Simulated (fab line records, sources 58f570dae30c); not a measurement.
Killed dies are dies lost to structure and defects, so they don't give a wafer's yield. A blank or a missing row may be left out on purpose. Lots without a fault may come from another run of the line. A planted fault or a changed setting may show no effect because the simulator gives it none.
A struck lot beside a sound one | flow berkeley_cmos170 | 15 steps out of a route of 331
Sound: wafers L489.1, L489.2, L489.6. Struck: wafers L485.1, L485.3, L485.6. The cause comes at the end.
At each step with rows: each side's tool, then ch and its chambers, then its first start. Under that, the readings that differ: sound wafers | struck wafers | difference of the means | sigmas: that difference in standard deviations of wafers without a fault.
alike: readings whose means differ by less than 2 such deviations, and words and numbers that are the same on both sides. not compared: withheld readings, readings that some wafer has no value for, bounds like >300 that may hide the same value, and numbers for which the record gives no deviation and whose values overlap.
The two part at a step that has a row with sigmas, a row that says differs or no value, or rows on one side only. Numbers that don't overlap but have no deviation are shown without sigmas and don't part them. A reading that every wafer of one side lacks parts them only if that side has two wafers or more.

UCB170_V2_CMP_02: polishes SiO2.
  sound on cmp-02 ch 0,1,2, day 10 23:02; struck on cmp-02 ch 2,3, day 9 22:05
  alike: motor_current_A, slurry_flow_ml_min
UCB170_V2_BOW_MEAS_03:
  sound on film_metro-02, day 10 23:17; struck on film_metro-02, day 9 22:23
  alike: V2_BOW
UCB170_V2_THK_MEAS_04:
  sound on film_metro-02, day 10 23:24; struck on film_metro-02, day 9 22:31
  alike: V2_POLISHED_THK
then, 7 steps without rows for these wafers: UCB170_V2_CLEAN_05 (cleans in DIW); UCB170_V2_HMDS_06 (prime time 60 s); UCB170_V2_COAT_07 (resist thk 900 nm); UCB170_V2_SOFTBAKE_08 (time 60 s); UCB170_V2_EXPOSE_09 (exposes mask VIA2, target cd 700 nm); UCB170_V2_PEB_10; UCB170_V2_DEVELOP_11 (develop time 45 s).
UCB170_V2_CD_MEAS_12: target cd 700 nm.
  sound on cd_sem-01, day 11 00:37; struck on cd_sem-02, day 9 23:43
  alike: cd_nm
UCB170_V2_OVL_MEAS_13:
  sound on overlay-01, day 11 00:44; struck on overlay-02, day 9 23:50
  alike: V2_OVL
UCB170_V2_ETCH_14: etches SiO2 in CHF3/CF4/Ar, stops on Al, target depth 1250 nm, time 291 s.
  sound on rie_diel-04 ch 0,1,2, day 11 00:46; struck on rie_diel-02 ch 0,1,2, day 9 23:52
  no value came back on the struck wafers for any of 7 readings (CHF3_flow_sccm (sccm), cf4_flow_sccm (sccm) and others); on the sound wafers CHF3_flow_sccm (sccm) reads 44.79 45.25 44.81
  reading                             | sound           | struck          | difference | sigmas
  model.KrF_of_V2_COAT_07.thk_nm (nm) | 616.6 604.4 615 | 885 883.6 885.1 | +273       |
  not compared: rf_hours_counter_h
UCB170_V2_STRIP_15: strips in O2.
  sound on plasma_asher-04 ch 0,1, day 11 00:57; struck on plasma_asher-04 ch 0,1, day 10 00:03
  reading                      | sound             | struck            | difference | sigmas
  oes_product_au (a.u.)        | 0.720 0.725 0.716 | 0.725 0.734 0.731 | +0.010     | +2
  strip_time_to_endpoint_s (s) | 15.48 15.18 15.43 | 21.61 21.58 21.61 | +6.24      | +42
  alike: drypump_motor_current_A
  not compared: rf_hours_counter_h
UCB170_V2_CD_MEAS_90: target cd 700 nm.
  sound on cd_sem-01, day 11 01:10; struck on cd_sem-02, day 10 00:09
  reading    | sound             | struck | difference                    | sigmas
  cd_nm (nm) | 700.6 699.9 698.3 | - - -  | no value on the struck wafers |

WHERE THEY PART
First at UCB170_V2_ETCH_14; last, within this record, at UCB170_V2_CD_MEAS_90.

WHY: what the simulator had put in
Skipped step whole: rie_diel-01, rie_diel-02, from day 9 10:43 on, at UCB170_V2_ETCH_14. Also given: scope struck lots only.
